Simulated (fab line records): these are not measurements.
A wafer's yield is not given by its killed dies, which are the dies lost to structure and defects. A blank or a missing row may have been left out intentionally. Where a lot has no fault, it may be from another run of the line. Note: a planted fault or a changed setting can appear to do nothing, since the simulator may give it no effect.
Which of the tools did it?    flow berkeley cmos170    at 1 step of a route of 331, 7 lots with 21 wafers sampled

WHAT THE GAUGES SHOWED, per wafer
UCB170_CONTACT_THK_MEAS_02.
lot   measured      on             CONTACT_PSG_THK (nm)
L849  day 6 15:49   film metro-01  695 696 697
L854  day 7 13:26   film metro-02  702 709 704
L855  day 7 22:14   film metro-02  701 698 705
L859  day 8 06:53   film metro-02  691 691 688
L866  day 10 11:46  film metro-04  702 706 700
L870  day 10 23:47  film metro-04  706 702 702
L871  day 11 16:44  film metro-01  695 698 697

TOOL THAT RAN EACH LOT (tool first, then ch and the chambers of the sampled wafers, then the start)
There is no process step in the record ahead of these readings.

THE ANSWER, worked out from the rows above alone
Rule: usual is defined by the lots themselves. Put in order of their means at a reading, lots are off if they are a third of the lots or fewer, leave a main group of 4 or more, and stand apart from it by a gap of 3 or more times the standard deviation of the main group's means; of several such gaps the widest counts. A main group is skipped when, at the precision printed for the reading in the tables above, its means are all equal. A lot without any number at a reading at which 4 lots or more have one is off too. The other lots that the step has rows for count as sound.
No lot is off at any reading shown: from this, nothing can be told.

WHAT WAS PUT IN BY THE SIMULATOR
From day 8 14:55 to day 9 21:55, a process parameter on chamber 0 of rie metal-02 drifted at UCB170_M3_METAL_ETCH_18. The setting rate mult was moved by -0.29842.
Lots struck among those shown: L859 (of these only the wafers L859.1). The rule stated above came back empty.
